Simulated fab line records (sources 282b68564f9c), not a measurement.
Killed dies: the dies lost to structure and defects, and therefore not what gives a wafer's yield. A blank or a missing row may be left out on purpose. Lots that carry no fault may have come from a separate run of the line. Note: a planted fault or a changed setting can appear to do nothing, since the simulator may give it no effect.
fab line records ; flow rit_cmos
record lots=5; wafers=15; last_day=6
route steps=202 shown SILICIDE@167 CONTACT@168 M1@184
lots that met no fault: taken from a fault-free run of the same line
start_h: hours from the record's opening day to when the first of the lot's shown wafers began ; wait_h: time in hours since the lot's previous step ; " identical to the entry in the row above ; L1.1+2: a row that stands for several wafers ; - value missing, or start not given ; * or withheld: withheld ; < > ~ a bound
route shown NAME@n: a module of which the file shows steps, and the number in the route of the first ; usual: mean and standard deviation over wafers with no fault ; same: alike in all rows ; chamber/n: place in a boat ; sites: the reading at each site ; _std_site: how widely they spread, as a standard deviation ; _edge_site: outer sites' mean less inner sites' ; radius_mm: for every site, how far away it sits from the centre of the wafer ; mask NAME#n: copy n ; behind: the tool/chamber that last shaped the wafer ; hold: cause of the lot's hold/its duration in hours/its outcome ; device: the n, p or np transistor that did not switch ; end of line: the same wafers' tests at the end of the route ; for a step that has no rows: nothing shown but its recipe ; killed: the dies lost at the first sort to structure and to defects; this is not the yield of the wafer ; map: the dies of a wafer, with x for killed, . for not killed, _ for no die there
set.NAME: the setting that was run; set.NAME@STEP: the one run at that earlier step ; model.NAME: the simulator's own value behind a step, which no gauge read
lots at selected steps of the route; one table per step, one row per wafer
services: from which hour (start_h, from the record's first day; less than 0 if before it) a tool's chamber was out of use, for how many hours, and why
## steps
# step RIT_SILICIDE_RTA_06
# recipe temp_c=750; time_s=10; idle_temp_c=25; ramp_up_s=5; ramp_down_s=10; cool_to_c=25; ambient=N2
# usual wafer_temp_C_max=753.1/1.2
lot.wafer;tool;chamber;start_h;wait_h;wafer_temp_C_max
L117.2;rtp_anneal-02;0;59.99;0.0;754.7
L117.3;rtp_anneal-02;0;59.99;0.0;755.3
L117.5;rtp_anneal-02;0;59.99;0.0;754.6
L119.1;rtp_anneal-02;0;69.59;0.0;752.9
L119.2;rtp_anneal-02;0;69.59;0.0;755.6
L119.3;rtp_anneal-02;0;69.59;0.0;755.2
L127.1;rtp_anneal-02;0;110.16;0.0;754.6
L127.3;rtp_anneal-02;0;110.16;0.0;754.0
L127.6;rtp_anneal-02;0;110.16;0.0;754.0
L130.1;rtp_anneal-01;0;124.91;0.0;752.2
L130.2;rtp_anneal-01;0;124.91;0.0;751.1
L130.6;rtp_anneal-01;0;124.91;0.0;751.9
L131.2;rtp_anneal-02;0;130.94;0.0;753.3
L131.3;rtp_anneal-02;0;130.94;0.0;753.9
L131.5;rtp_anneal-02;0;130.94;0.0;753.7
# step RIT_CONTACT_CVD_00
# recipe material=SiO2; target_thk_nm=400; precursor=TEOS; temp_c=390; time_s=61.82; rf_w=400
# usual heater_power_w=323/60
lot.wafer;tool;chamber;start_h;wait_h;heater_power_w
L117.2;pecvd-03;2;60.05;0.0;254
L117.3;pecvd-03;1;60.05;0.0;391
L117.5;pecvd-03;0;60.05;0.0;337
L119.1;pecvd-04;0;69.66;0.1;225
L119.2;pecvd-04;2;69.66;0.1;366
L119.3;pecvd-04;1;69.66;0.1;332
L127.1;pecvd-04;1;110.22;0.1;333
L127.3;pecvd-04;2;110.22;0.1;390
L127.6;pecvd-04;2;110.22;0.1;403
L130.1;pecvd-04;2;124.97;0.1;307
L130.2;pecvd-04;1;124.97;0.1;354
L130.6;pecvd-04;1;124.97;0.1;259
L131.2;pecvd-02;1;131.00;0.0;468
L131.3;pecvd-02;0;131.00;0.0;284
L131.5;pecvd-02;0;131.00;0.0;291
# step RIT_CONTACT_THK_MEAS_01
# recipe reads=SiO2_of_CONTACT_CVD_00
# usual CONTACT_TEOS_THK=406/5.7
lot.wafer;tool;chamber;start_h;wait_h;CONTACT_TEOS_THK[nm]
L117.2;film_metro-03;-;60.11;0.0;407
L117.3;film_metro-03;-;60.11;0.0;403
L117.5;film_metro-03;-;60.11;0.0;422
L119.1;film_metro-04;-;69.71;0.0;406
L119.2;film_metro-04;-;69.71;0.0;400
L119.3;film_metro-04;-;69.71;0.0;400
L127.1;film_metro-01;-;110.27;0.0;398
L127.3;film_metro-01;-;110.27;0.0;403
L127.6;film_metro-01;-;110.27;0.0;408
L130.1;film_metro-01;-;125.02;0.0;408
L130.2;film_metro-01;-;125.02;0.0;405
L130.6;film_metro-01;-;125.02;0.0;411
L131.2;film_metro-04;-;131.06;0.0;413
L131.3;film_metro-04;-;131.06;0.0;408
L131.5;film_metro-04;-;131.06;0.0;414
# step RIT_CONTACT_HMDS_02
# recipe prime_time_s=60; prime_temp_c=140
# step RIT_CONTACT_COAT_03
# recipe resist=NOVOLAK; spin_rpm=3250; resist_thk_nm=1000
# step RIT_CONTACT_SOFTBAKE_04
# recipe resist=NOVOLAK; temp_c=90; time_s=60
# step RIT_CONTACT_EXPOSE_05
# recipe mask_id=M11; na=0.6; source_shape=conventional; sigma_outer=0.5; target_cd_nm=1000; dose_mj=250
# step RIT_CONTACT_PEB_06
# recipe resist=NOVOLAK; temp_c=withheld; time_s=withheld
# step RIT_CONTACT_DEVELOP_07
# recipe resist=NOVOLAK; develop_time_s=120; dev_temp_c=23
# step RIT_CONTACT_CD_MEAS_08
# recipe target_cd_nm=1000
# usual cd_nm=999.3/2.1
lot.wafer;tool;chamber;start_h;wait_h;cd_nm
L117.2;cd_sem-01;-;61.39;-;1000.4
L117.3;cd_sem-01;-;61.39;-;1002.2
L117.5;cd_sem-01;-;61.39;-;999.7
L119.1;cd_sem-01;-;70.86;-;1001.2
L119.2;cd_sem-01;-;70.86;-;1002.2
L119.3;cd_sem-01;-;70.86;-;1002.3
L127.1;cd_sem-01;-;111.31;-;1001.7
L127.3;cd_sem-01;-;111.31;-;1004.1
L127.6;cd_sem-01;-;111.31;-;1000.5
L130.1;cd_sem-02;-;126.18;-;999.0
L130.2;cd_sem-02;-;126.18;-;998.4
L130.6;cd_sem-02;-;126.18;-;998.5
L131.2;cd_sem-02;-;132.22;-;1001.6
L131.3;cd_sem-02;-;132.22;-;1001.8
L131.5;cd_sem-02;-;132.22;-;1000.6
# step RIT_CONTACT_OVL_MEAS_09
# usual CONTACT_OVL=-0.8/1.2
lot.wafer;tool;chamber;start_h;wait_h;CONTACT_OVL[nm]
L117.2;overlay-01;-;61.49;0.1;-2.9
L117.3;overlay-01;-;61.49;0.1;-2.2
L117.5;overlay-01;-;61.49;0.1;-1.1
L119.1;overlay-02;-;70.98;0.1;-2.3
L119.2;overlay-02;-;70.98;0.1;-2.2
L119.3;overlay-02;-;70.98;0.1;-0.4
L127.1;overlay-02;-;111.43;0.1;0.2
L127.3;overlay-02;-;111.43;0.1;-0.8
L127.6;overlay-02;-;111.43;0.1;-0.4
L130.1;overlay-02;-;126.30;0.1;-2.4
L130.2;overlay-02;-;126.30;0.1;-3.3
L130.6;overlay-02;-;126.30;0.1;-1.8
L131.2;overlay-02;-;132.32;0.1;-1.9
L131.3;overlay-02;-;132.32;0.1;0.4
L131.5;overlay-02;-;132.32;0.1;0.8
# step RIT_CONTACT_HARDBAKE_10
# recipe resist=NOVOLAK; temp_c=140; time_s=60
# step RIT_CONTACT_ETCH_11
# recipe target_depth_a=4800; over_etch_frac=0.2; stop_on=TiSi2; chemistry=CHF3/CF4/Ar; target=SiO2; CHF3_flow_sccm=50; cf4_flow_sccm=10; Ar_flow_sccm=100; O2_flow_sccm=5; pressure_mtorr=100; rf_w=200; time_s=320
# usual cf4_flow_sccm=10.00/0.03; drypump_motor_current_A=5.7/0.51; oes_product_au=0.989/0.018; throttle_valve_pct=8.84/0.11
lot.wafer;tool;chamber;start_h;wait_h;cf4_flow_sccm;drypump_motor_current_A;oes_product_au;rf_hours_counter_h;throttle_valve_pct
L117.2;rie_diel-02;1;61.67;0.1;9.94;6.1;0.969;68;8.76
L117.3;rie_diel-02;2;61.67;0.1;10.01;5.2;0.969;5;8.68
L117.5;rie_diel-02;0;61.67;0.1;10.02;5.9;0.999;-;8.82
L119.1;rie_diel-03;1;71.17;0.1;10.00;5.8;0.990;3;8.87
L119.2;rie_diel-03;3;71.17;0.1;10.00;6.2;0.965;139;8.88
L119.3;rie_diel-03;2;71.17;0.1;10.00;5.8;1.009;6;9.08
L127.1;rie_diel-03;0;111.62;0.1;10.00;4.9;1.016;16;8.67
L127.3;rie_diel-03;1;111.62;0.1;9.98;5.7;0.990;4;8.86
L127.6;rie_diel-03;0;111.62;0.1;10.00;4.9;1.015;-;8.68
L130.1;rie_diel-02;3;126.48;0.1;10.00;5.1;0.984;3;8.75
L130.2;rie_diel-02;0;126.48;0.1;9.95;5.9;0.990;118;8.84
L130.6;rie_diel-02;2;126.48;0.1;9.97;5.2;0.970;-;8.68
L131.2;rie_diel-01;1;132.50;0.1;10.01;6.2;0.980;1;8.89
L131.3;rie_diel-01;0;132.50;0.1;10.00;5.8;1.013;131;8.82
L131.5;rie_diel-01;1;132.50;0.1;10.00;6.1;0.991;-;8.88
# step RIT_CONTACT_STRIP_12
# recipe chemistry=O2; time_s=185.1; resist=NOVOLAK; platen_temp_c=withheld; power_w=500; pressure_mtorr=4000; o2_flow_sccm=4000
# usual drypump_motor_current_A=5.7/0.49
lot.wafer;tool;chamber;start_h;wait_h;drypump_motor_current_A;rf_hours_counter_h
L117.2;plasma_asher-04;1;61.87;0.1;6.4;39
L117.3;plasma_asher-04;0;61.87;0.1;5.8;-
L117.5;plasma_asher-04;1;61.87;0.1;6.4;-
L119.1;plasma_asher-03;1;71.36;0.1;6.1;44
L119.2;plasma_asher-03;0;71.36;0.1;5.8;44
L119.3;plasma_asher-03;1;71.36;0.1;6.1;-
L127.1;plasma_asher-03;1;111.81;0.1;6.0;48
L127.3;plasma_asher-03;1;111.81;0.1;6.0;-
L127.6;plasma_asher-03;1;111.81;0.1;6.1;-
L130.1;plasma_asher-02;0;126.68;0.1;5.1;34
L130.2;plasma_asher-02;1;126.68;0.1;4.9;34
L130.6;plasma_asher-02;0;126.68;0.1;5.1;-
L131.2;plasma_asher-03;0;132.70;0.1;5.8;51
L131.3;plasma_asher-03;0;132.70;0.1;5.8;-
L131.5;plasma_asher-03;1;132.70;0.1;6.1;-
# step RIT_CONTACT_CD_MEAS_90
# recipe target_cd_nm=1000
# usual cd_nm=999.2/2.2
lot.wafer;tool;chamber;start_h;wait_h;cd_nm
L117.2;cd_sem-01;-;62.06;0.1;1000.0
L117.3;cd_sem-01;-;62.06;0.1;1002.6
L117.5;cd_sem-01;-;62.06;0.1;998.9
L119.1;cd_sem-01;-;71.54;0.1;1001.2
L119.2;cd_sem-01;-;71.54;0.1;1002.2
L119.3;cd_sem-01;-;71.54;0.1;1002.9
L127.1;cd_sem-01;-;111.99;0.1;1001.3
L127.3;cd_sem-01;-;111.99;0.1;1003.9
L127.6;cd_sem-01;-;111.99;0.1;1000.3
L130.1;cd_sem-01;-;126.85;0.1;998.9
L130.2;cd_sem-01;-;126.85;0.1;998.1
L130.6;cd_sem-01;-;126.85;0.1;998.1
L131.2;cd_sem-01;-;132.89;0.1;1002.4
L131.3;cd_sem-01;-;132.89;0.1;1002.7
L131.5;cd_sem-01;-;132.89;0.1;1001.2
# step RIT_CONTACT_CLEAN_13
# recipe chemistry=SC1; mix=3:3:50; time_s=600; temp_c=75
# step RIT_CONTACT_CLEAN_14
# recipe chemistry=SC2; mix=3:3:50; time_s=600; temp_c=75; dry=n2_spin
# step RIT_M1_SPUTTER_00
# recipe material=Al; target_thk_nm=400; power_w=2000; chamber_pressure_pa=0.4; gas=Ar; time_s=500; substrate_temp_c=25
# usual chamber_pressure_pa=0.3999/0.00076; throttle_valve_pct=29.4/1.1
lot.wafer;tool;chamber;start_h;wait_h;chamber_pressure_pa;throttle_valve_pct
L117.2;pvd_sputter-04;-;62.51;0.0;0.4000;29.9
L117.3;pvd_sputter-04;-;62.51;0.0;0.4003;28.1
L117.5;pvd_sputter-04;-;62.51;0.0;0.4005;28.1
L119.1;pvd_sputter-04;-;72.01;0.0;0.4006;28.6
L119.2;pvd_sputter-04;-;72.01;0.0;0.3994;28.1
L119.3;pvd_sputter-04;-;72.01;0.0;0.4007;27.9
L127.1;pvd_sputter-04;-;112.46;0.0;0.4006;27.9
L127.3;pvd_sputter-04;-;112.46;0.0;0.3973;28.7
L127.6;pvd_sputter-04;-;112.46;0.0;0.3994;29.8
L130.1;pvd_sputter-04;-;127.32;0.0;0.3995;30.0
L130.2;pvd_sputter-04;-;127.32;0.0;0.3998;28.0
L130.6;pvd_sputter-04;-;127.32;0.0;0.3990;30.5
L131.2;pvd_sputter-02;-;133.34;0.0;0.3991;29.6
L131.3;pvd_sputter-02;-;133.34;0.0;0.3989;31.4
L131.5;pvd_sputter-02;-;133.34;0.0;0.3993;29.5
# step RIT_M1_RS_MEAS_01
# recipe thk_meas_gauge=four-point-probe; reads=Al_of_M1_SPUTTER_00
# usual M1_AL_RS=0.0735/0.0011
lot.wafer;tool;chamber;start_h;wait_h;M1_AL_RS[ohm/sq]
L117.2;film_metro-04;-;62.83;0.2;0.0739
L117.3;film_metro-04;-;62.83;0.2;0.0735
L117.5;film_metro-04;-;62.83;0.2;0.0730
L119.1;film_metro-03;-;72.30;0.1;0.0724
L119.2;film_metro-03;-;72.30;0.1;0.0728
L119.3;film_metro-03;-;72.30;0.1;0.0739
L127.1;film_metro-02;-;112.75;0.1;0.0734
L127.3;film_metro-02;-;112.75;0.1;0.0722
L127.6;film_metro-02;-;112.75;0.1;0.0733
L130.1;film_metro-03;-;127.62;0.1;0.0724
L130.2;film_metro-03;-;127.62;0.1;0.0716
L130.6;film_metro-03;-;127.62;0.1;0.0728
L131.2;film_metro-02;-;133.66;0.2;0.0739
L131.3;film_metro-02;-;133.66;0.2;0.0752
L131.5;film_metro-02;-;133.66;0.2;0.0746
# step RIT_M1_THK_MEAS_02
# recipe thk_meas_gauge=xrf; reads=Al_of_M1_SPUTTER_00
# usual M1_AL_THK=399/6.5
lot.wafer;tool;chamber;start_h;wait_h;M1_AL_THK[nm]
L117.2;film_metro-04;-;62.94;0.1;399
L117.3;film_metro-04;-;62.94;0.1;398
L117.5;film_metro-04;-;62.94;0.1;402
L119.1;film_metro-03;-;72.42;0.1;406
L119.2;film_metro-03;-;72.42;0.1;405
L119.3;film_metro-03;-;72.42;0.1;398
L127.1;film_metro-02;-;112.87;0.1;397
L127.3;film_metro-02;-;112.87;0.1;406
L127.6;film_metro-02;-;112.87;0.1;398
L130.1;film_metro-03;-;127.74;0.1;406
L130.2;film_metro-03;-;127.74;0.1;411
L130.6;film_metro-03;-;127.74;0.1;407
L131.2;film_metro-02;-;133.77;0.1;395
L131.3;film_metro-02;-;133.77;0.1;388
L131.5;film_metro-02;-;133.77;0.1;392
# step RIT_M1_HMDS_03
# recipe prime_time_s=60; prime_temp_c=140
# step RIT_M1_COAT_04
# recipe resist=NOVOLAK; spin_rpm=2000; resist_thk_nm=1322
# step RIT_M1_SOFTBAKE_05
# recipe resist=NOVOLAK; temp_c=90; time_s=60
# step RIT_M1_EXPOSE_06
# recipe mask_id=M12; na=0.6; source_shape=conventional; sigma_outer=0.5; target_cd_nm=2600; dose_mj=250
# step RIT_M1_PEB_07
# recipe resist=NOVOLAK; temp_c=withheld; time_s=withheld
# step RIT_M1_DEVELOP_08
# recipe resist=NOVOLAK; develop_time_s=68; dev_temp_c=23
# step RIT_M1_CD_MEAS_09
# recipe target_cd_nm=2600
# usual cd_nm=2599.7/2
lot.wafer;tool;chamber;start_h;wait_h;cd_nm
L117.2;cd_sem-02;-;63.89;-;2599.9
L117.3;cd_sem-02;-;63.89;-;2602.0
L117.5;cd_sem-02;-;63.89;-;2599.1
L119.1;cd_sem-02;-;73.36;-;2601.7
L119.2;cd_sem-02;-;73.36;-;2600.5
L119.3;cd_sem-02;-;73.36;-;2600.8
L127.1;cd_sem-02;-;113.94;-;2595.8
L127.3;cd_sem-02;-;113.94;-;2597.4
L127.6;cd_sem-02;-;113.94;-;2596.0
L130.1;cd_sem-02;-;128.80;-;2598.0
L130.2;cd_sem-02;-;128.80;-;2598.6
L130.6;cd_sem-02;-;128.80;-;2599.4
L131.2;cd_sem-01;-;134.95;-;2600.3
L131.3;cd_sem-01;-;134.95;-;2600.5
L131.5;cd_sem-01;-;134.95;-;2601.8
# step RIT_M1_OVL_MEAS_10
# usual M1_OVL=1.1/1.7
lot.wafer;tool;chamber;start_h;wait_h;M1_OVL[nm]
L117.2;overlay-01;-;63.99;0.1;0.8
L117.3;overlay-01;-;63.99;0.1;0.3
L117.5;overlay-01;-;63.99;0.1;-0.5
L119.1;overlay-02;-;73.48;0.1;1.1
L119.2;overlay-02;-;73.48;0.1;0.8
L119.3;overlay-02;-;73.48;0.1;0.9
L127.1;overlay-02;-;114.06;0.1;-0.1
L127.3;overlay-02;-;114.06;0.1;-2.3
L127.6;overlay-02;-;114.06;0.1;-1.4
L130.1;overlay-02;-;128.92;0.1;0.3
L130.2;overlay-02;-;128.92;0.1;-0.8
L130.6;overlay-02;-;128.92;0.1;-0.7
L131.2;overlay-02;-;135.06;0.1;1.7
L131.3;overlay-02;-;135.06;0.1;1.2
L131.5;overlay-02;-;135.06;0.1;0.8
# step RIT_M1_HARDBAKE_11
# recipe resist=NOVOLAK; temp_c=140; time_s=120
# step RIT_M1_METAL_ETCH_12
# recipe stop_on=SiO2; chemistry=Cl2/BCl3; target=Al; time_s=165; over_etch_frac=0.5; pressure_mtorr=100; target_depth_a=6000; rf_w=250; Cl2_flow_sccm=60; bcl3_flow_sccm=50
# usual drypump_motor_current_A=5.76/0.22; mfc_cl2_sccm=59.99/0.19; oes_product_au=0.786/0.014; throttle_valve_pct=8.23/0.1
lot.wafer;tool;chamber;start_h;wait_h;drypump_motor_current_A;mfc_cl2_sccm;oes_product_au;rf_hours_counter_h;throttle_valve_pct
L117.2;rie_metal-01;1;64.27;0.2;6.25;59.82;0.770;34;8.32
L117.3;rie_metal-01;1;64.27;0.2;6.25;59.86;0.786;-;8.31
L117.5;rie_metal-01;0;64.27;0.2;5.79;60.05;0.779;-;8.35
L119.1;rie_metal-03;1;73.77;0.2;5.81;59.84;0.785;1;8.30
L119.2;rie_metal-03;0;73.77;0.2;5.72;59.90;0.785;1;8.17
L119.3;rie_metal-03;1;73.77;0.2;5.80;59.92;0.777;-;8.31
L127.1;rie_metal-02;0;114.34;0.2;5.39;60.08;0.784;3;8.26
L127.3;rie_metal-02;0;114.34;0.2;5.41;59.94;0.793;-;8.28
L127.6;rie_metal-02;1;114.34;0.2;5.74;59.98;0.804;-;8.09
L130.1;rie_metal-02;1;129.21;0.2;5.72;59.80;0.811;3;8.07
L130.2;rie_metal-02;0;129.21;0.2;5.38;60.12;0.799;3;8.27
L130.6;rie_metal-02;0;129.21;0.2;5.38;60.20;0.790;-;8.28
L131.2;rie_metal-03;1;135.34;0.2;5.83;60.07;0.772;1;8.32
L131.3;rie_metal-03;1;135.34;0.2;5.80;60.14;0.775;-;8.31
L131.5;rie_metal-03;1;135.34;0.2;5.82;59.94;0.778;-;8.31
# step RIT_M1_STRIP_13
# recipe chemistry=nmp; resist=NOVOLAK; temp_c=80; time_s=600; dry=n2_spin
# step RIT_M1_STRIP_14
# recipe chemistry=O2; time_s=180; platen_temp_c=withheld; power_w=500; pressure_mtorr=4000; o2_flow_sccm=4000
# step RIT_M1_CD_MEAS_90
# recipe target_cd_nm=2600
# usual cd_nm=2599.5/2.8
lot.wafer;tool;chamber;start_h;wait_h;cd_nm
L117.2;cd_sem-01;-;64.81;0.1;2601.7
L117.3;cd_sem-01;-;64.81;0.1;2603.4
L117.5;cd_sem-01;-;64.81;0.1;2596.5
L119.1;cd_sem-01;-;74.30;0.1;2604.5
L119.2;cd_sem-01;-;74.30;0.1;2596.7
L119.3;cd_sem-01;-;74.30;0.1;2602.2
L127.1;cd_sem-02;-;114.89;0.1;2597.0
L127.3;cd_sem-02;-;114.89;0.1;2598.3
L127.6;cd_sem-02;-;114.89;0.1;2596.0
L130.1;cd_sem-02;-;129.72;0.1;2599.5
L130.2;cd_sem-02;-;129.72;0.1;2599.1
L130.6;cd_sem-02;-;129.72;0.1;2600.2
L131.2;cd_sem-01;-;135.87;0.1;2602.7
L131.3;cd_sem-01;-;135.87;0.1;2603.1
L131.5;cd_sem-01;-;135.87;0.1;2604.2
# step RIT_M1_ANNEAL_15
# recipe temp_c=450; time_s=1777; ambient=forming_gas_H2N2
# step RIT_M1_BOW_MEAS_16
# recipe mode=bow
# usual M1_BOW=17/5.9
lot.wafer;tool;chamber;start_h;wait_h;M1_BOW[um]
L117.2;film_metro-03;-;66.43;0.0;12
L117.3;film_metro-03;-;66.43;0.0;13
L117.5;film_metro-03;-;66.43;0.0;11
L119.1;film_metro-03;-;75.92;0.0;11
L119.2;film_metro-03;-;75.92;0.0;9
L119.3;film_metro-03;-;75.92;0.0;14
L127.1;film_metro-03;-;116.51;0.0;12
L127.3;film_metro-03;-;116.51;0.0;12
L127.6;film_metro-03;-;116.51;0.0;17
L130.1;film_metro-02;-;131.34;0.0;23
L130.2;film_metro-02;-;131.34;0.0;19
L130.6;film_metro-02;-;131.34;0.0;17
L131.2;film_metro-04;-;137.49;0.0;22
L131.3;film_metro-04;-;137.49;0.0;16
L131.5;film_metro-04;-;137.49;0.0;13
# step RIT_M1_PROBE_99
# usual killed_at_contacts=0.1/0.29; killed_at_front_end=7/3; killed_dies=7/3; killed_on_rim=1.7/1.3; killed_open=3.5/2; killed_short=3.4/2
# same gross_dies=264; killed_at_M0_to_M3=0; killed_at_M4_up=0; killed_at_back_side=0; killed_at_other=0
lot.wafer;tool;chamber;start_h;wait_h;killed_at_contacts;killed_at_front_end;killed_dies;killed_on_rim;killed_open;killed_short
L117.2;prober-01;-;66.58;0.1;0;2;2;1;1;1
L117.3;prober-01;-;66.63;0.2;0;7;7;2;7;0
L117.5;prober-01;-;66.73;0.2;0;5;5;3;3;2
L119.1;prober-01;-;76.04;0.1;0;3;3;1;0;3
L119.2;prober-01;-;76.09;0.1;0;6;6;2;4;2
L119.3;prober-01;-;76.14;0.2;0;13;13;3;6;7
L127.1;prober-01;-;116.63;0.1;0;4;4;0;1;3
L127.3;prober-01;-;116.73;0.2;15;3;18;9;2;1
L127.6;prober-01;-;116.88;0.2;0;6;6;3;3;3
L130.1;prober-02;-;131.46;0.1;0;5;5;1;4;1
L130.2;prober-02;-;131.51;0.1;0;5;5;1;4;1
L130.6;prober-02;-;131.71;0.2;0;4;4;1;1;3
L131.2;prober-01;-;137.64;0.1;0;10;10;4;5;5
L131.3;prober-01;-;137.69;0.2;0;11;11;1;8;3
L131.5;prober-01;-;137.79;0.2;0;3;3;1;3;0
# killed by level:class
L117.2 SPACER:geometric_particle:open=1 SILICIDE:geometric_particle:short=1
L117.3 GATE:geometric_particle:open=3 SILICIDE:geometric_particle:open=3 SPACER:geometric_particle:open=1
L117.5 FOX1:geometric_particle:short=1 FOX1:geometric_particle:open=1 GATE:geometric_particle:short=1 GATE:geometric_particle:open=1 SILICIDE:geometric_particle:open=1
L119.1 REOX:geometric_particle:short=1 SPACER:geometric_particle:short=1 SILICIDE:geometric_particle:short=1
L119.2 SILICIDE:geometric_particle:open=2 FOX1:geometric_particle:open=1 GATE:geometric_particle:short=1 GATE:geometric_particle:open=1 REOX:geometric_particle:short=1
L119.3 FOX1:geometric_particle:short=3 GATE:geometric_particle:open=3 SPACER:geometric_particle:short=2 SILICIDE:geometric_particle:open=2 FOX1:geometric_particle:open=1 FOX2:geometric_particle:short=1 GATE:geometric_particle:short=1
L127.1 FOX1:geometric_particle:short=1 GATE:geometric_particle:open=1 GATE:geometric_particle:short=1 SPACER:geometric_particle:short=1
L127.3 CONTACT:unspecified=15 FOX1:geometric_particle:open=1 GATE:geometric_particle:open=1 SPACER:geometric_particle:short=1
L127.6 GATE:geometric_particle:short=2 GATE:geometric_particle:open=1 REOX:geometric_particle:short=1 SPACER:geometric_particle:open=1 SILICIDE:geometric_particle:open=1
L130.1 GATE:geometric_particle:open=3 GATE:geometric_particle:short=1 SPACER:geometric_particle:open=1
L130.2 SPACER:geometric_particle:open=2 REOX:geometric_particle:open=1 GATE:geometric_particle:short=1 SILICIDE:geometric_particle:open=1
L130.6 FOX1:geometric_particle:short=1 FOX1:geometric_particle:open=1 GATE:geometric_particle:short=1 REOX:geometric_particle:short=1
L131.2 GATE:geometric_particle:short=4 GATE:geometric_particle:open=3 REOX:geometric_particle:open=1 SPACER:geometric_particle:open=1 SILICIDE:geometric_particle:short=1
L131.3 FOX1:geometric_particle:open=5 GATE:geometric_particle:open=2 FOX1:geometric_particle:short=1 GATE:geometric_particle:short=1 REOX:geometric_particle:open=1 SILICIDE:geometric_particle:short=1
L131.5 GATE:geometric_particle:open=2 SPACER:geometric_particle:open=1
# map L127.3 (x killed, . not)
________......._______
_____xx...........____
____xxxx...........___
___xxxx.......x.....__
__xxxx..............._
__x.................._
_.....................
_.....................
_.....................
_.....................
__..................._
__..................._
___......x..........__
____.......x.......___
_____.............____
________......._______
# map L119.3 (x killed, . not)
________......._______
_____.............____
____...............___
___...........x.....__
__.....x............._
__.............xx...._
_.....................
_.................x...
_....................x
_.............x.......
__..x.......x......x._
__..................._
___........x........__
____.x.............___
_____.........x...____
________......._______
## services
tool;chamber;start_h;hours;kind
rie_diel-02;-;37.46;14.6;pm
rie_diel-01;-;42.55;0.4;repair
rie_diel-02;2;52.72;4.6;repair
pvd_sputter-04;-;53.40;2.1;repair
rie_diel-01;1;55.66;-;clean
rie_diel-01;1;55.66;24.1;scheduled_down
rie_diel-01;1;55.66;24.1;vent_cycle
rie_diel-01;3;63.31;4.3;repair
rie_diel-02;2;75.81;2.2;repair
rie_diel-01;-;89.55;1.4;repair
pvd_sputter-02;-;90.81;4.8;repair
pecvd-02;-;95.60;1.4;repair
rie_diel-01;1;97.98;8.9;repair
plasma_asher-02;-;106.27;1.4;repair
rie_diel-02;-;108.23;2.8;pm
pecvd-02;-;110.44;5.5;pm
pvd_sputter-02;-;118.16;1.0;repair
rie_diel-02;-;121.50;1.7;repair
## key
first_sign step=RIT_M1_PROBE_99; reading=killed_at_contacts; direction=up; sigmas=15; usual=0.1; struck=15
effect step=RIT_M1_PROBE_99; reading=killed_dies; direction=up; sigmas=3.6; usual=7; struck=18
met_at RIT_CONTACT_ETCH_11
struck_wafers L127.3
tester_left_out L127
onset_between 71.17 111.62
fault kind=chamber_particle_source; tool=rie_diel-03; chamber=1; onset_h=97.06; steps=RIT_CONTACT_ETCH_11; rate_per_visit_cm2=1.2152; end_h=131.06
# tester_left_out: of these lots the tester's yield and bins aren't shown, on N5 and GAA mostly nor the transistor test; their killed dies are dies lost to structure and defects alone, not to doping, threshold or leakage, so they don't give the yield
